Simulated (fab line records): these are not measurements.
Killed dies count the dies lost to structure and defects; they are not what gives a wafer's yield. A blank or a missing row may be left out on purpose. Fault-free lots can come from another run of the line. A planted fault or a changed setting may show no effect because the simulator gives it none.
Which tool is to blame? || flow berkeleyCmos170 || 21 wafers from 7 lots sampled at 4 of the route's 331 steps

## WHAT THE GAUGES READ, wafer by wafer
UCB170_V2_CD_MEAS_90: the cd target is 700 nm.
{"lot": "L198", "measured": "day 8 15:43", "on": "cdSem-01", "cdNm (nm)": "700.9 701.5 699.9"}
{"lot": "L206", "measured": "day 9 23:08", "on": "cdSem-01", "cdNm (nm)": "702.5 704.8 701.6"}
{"lot": "L207", "measured": "day 9 23:36", "on": "cdSem-01", "cdNm (nm)": "698.3 698.3 698.4"}
{"lot": "L209", "measured": "day 10 14:29", "on": "cdSem-01", "cdNm (nm)": "700.5 700.9 700.4"}
{"lot": "L212", "measured": "day 11 05:43", "on": "cdSem-01", "cdNm (nm)": "697.8 699.4 699.3"}
{"lot": "L215", "measured": "day 12 17:57", "on": "cdSem-01", "cdNm (nm)": "698.9 700.7 701.2"}
{"lot": "L218", "measured": "day 13 07:43", "on": "cdSem-01", "cdNm (nm)": "698.5 698.4 698.2"}

## EACH LOT AND THE TOOL THAT RAN IT (in order: tool; ch and the chambers of the sampled wafers; start)
{"lot": "L198", "UCB170_GATE_ETCH_15": "rieSi-02 ch 1,2, day 6 23:47", "UCB170_PLDD_STRIP_10": "plasmaAsher-03 ch 1, day 7 02:24", "UCB170_M1_DEVELOP_08": "lithoTrack-04 ch 0, day 7 23:00"}
{"lot": "L206", "UCB170_GATE_ETCH_15": "rieSi-01 ch 0,1,3, day 8 11:26", "UCB170_PLDD_STRIP_10": "plasmaAsher-04 ch 0,1, day 8 13:11", "UCB170_M1_DEVELOP_08": "lithoTrack-03 ch 0, day 9 08:00"}
{"lot": "L207", "UCB170_GATE_ETCH_15": "rieSi-01 ch 0,2,3, day 8 11:57", "UCB170_PLDD_STRIP_10": "plasmaAsher-04 ch 0,1, day 8 13:43", "UCB170_M1_DEVELOP_08": "lithoTrack-04 ch 0, day 9 10:00"}
{"lot": "L209", "UCB170_GATE_ETCH_15": "rieSi-02 ch 1,2, day 8 16:19", "UCB170_PLDD_STRIP_10": "plasmaAsher-03 ch 0,1, day 8 19:53", "UCB170_M1_DEVELOP_08": "lithoTrack-03 ch 0, day 9 20:00"}
{"lot": "L212", "UCB170_GATE_ETCH_15": "rieSi-01 ch 1,2,3, day 9 12:11", "UCB170_PLDD_STRIP_10": "plasmaAsher-02 ch 0,1, day 9 14:08", "UCB170_M1_DEVELOP_08": "lithoTrack-04 ch 0, day 10 16:00"}
{"lot": "L215", "UCB170_GATE_ETCH_15": "rieSi-02 ch 0,1,2, day 11 00:49", "UCB170_PLDD_STRIP_10": "plasmaAsher-04 ch 0,1, day 11 03:35", "UCB170_M1_DEVELOP_08": "lithoTrack-02 ch 0, day 12 03:00"}
{"lot": "L218", "UCB170_GATE_ETCH_15": "rieSi-01 ch 0,1,3, day 11 16:06", "UCB170_PLDD_STRIP_10": "plasmaAsher-04 ch 0,1, day 11 18:07", "UCB170_M1_DEVELOP_08": "lithoTrack-04 ch 0, day 12 15:00"}
- UCB170_GATE_ETCH_15: etches poly-Si in HBr/Cl2, stops on SiO2, time 56.3 s, target depth 278.2 nm.
- UCB170_PLDD_STRIP_10: strips in O2.
- UCB170_M1_DEVELOP_08: develop time 45 s.

## THE ANSWER, worked out from the rows above alone
Rule: usual is defined by the lots themselves. The widest of any qualifying gaps counts: lots, ordered by their means at a reading, are off when they make up no more than a third of the lots, leave a main group of 4 or more, and stand apart from it by 3 or more times the standard deviation of that group's means. Not used: any main group whose means are identical at the precision the tables above print for the reading. Also off: a lot with no number at a reading for which 4 or more lots have one. All remaining lots with rows at the step are treated as sound.
No lot is off on any of the readings shown, so nothing can be concluded from this.

## WHAT THE SIMULATOR PUT IN
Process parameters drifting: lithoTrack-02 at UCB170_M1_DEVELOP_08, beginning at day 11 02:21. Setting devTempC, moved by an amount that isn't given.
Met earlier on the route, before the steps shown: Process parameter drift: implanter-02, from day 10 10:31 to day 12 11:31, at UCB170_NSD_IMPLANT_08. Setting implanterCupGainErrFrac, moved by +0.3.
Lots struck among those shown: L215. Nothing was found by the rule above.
